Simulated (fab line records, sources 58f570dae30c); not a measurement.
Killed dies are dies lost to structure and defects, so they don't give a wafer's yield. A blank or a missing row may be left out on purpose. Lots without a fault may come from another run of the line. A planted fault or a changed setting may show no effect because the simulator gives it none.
Which tool did it? | flow berkeley_cmos170 | 7 lots, 21 wafers sampled, at 1 step of a route of 331

WHAT THE GAUGES READ, wafer by wafer
UCB170_SACOX_THK_MEAS_02.
lot  | measured    | on            | SACOX_OXIDE_THK (nm)
L278 | day 5 11:46 | film_metro-04 | 14.47 14.55 14.99
L277 | day 5 14:51 | film_metro-04 | 14.00 14.07 14.03
L284 | day 6 16:13 | film_metro-04 | 14.71 14.66 14.67
L291 | day 7 21:08 | film_metro-01 | 14.26 14.21 14.37
L295 | day 9 08:55 | film_metro-04 | 14.20 14.16 14.29
L298 | day 9 17:44 | film_metro-04 | 14.36 14.38 14.30
L299 | day 9 17:49 | film_metro-04 | 13.96 14.14 14.05

WHICH TOOL RAN EACH LOT (tool, then ch and the chambers of the sampled wafers, then the start)
The record holds no process step before these readings.

THE ANSWER, worked out from the rows above alone
Rule: what is usual is taken from the lots themselves. Put in order of their means at a reading, lots are off if they are a third of the lots or fewer, leave a main group of 4 or more, and stand apart from it by a gap of 3 or more times the standard deviation of the main group's means; of several such gaps the widest counts. A main group whose means are all the same, to the digits that the tables above print for the reading, isn't used. A lot without any number at a reading at which 4 lots or more have one is off too. The other lots that the step has rows for count as sound.
No lot is off at any reading shown: from this, nothing can be told.

WHAT THE SIMULATOR HAD PUT IN
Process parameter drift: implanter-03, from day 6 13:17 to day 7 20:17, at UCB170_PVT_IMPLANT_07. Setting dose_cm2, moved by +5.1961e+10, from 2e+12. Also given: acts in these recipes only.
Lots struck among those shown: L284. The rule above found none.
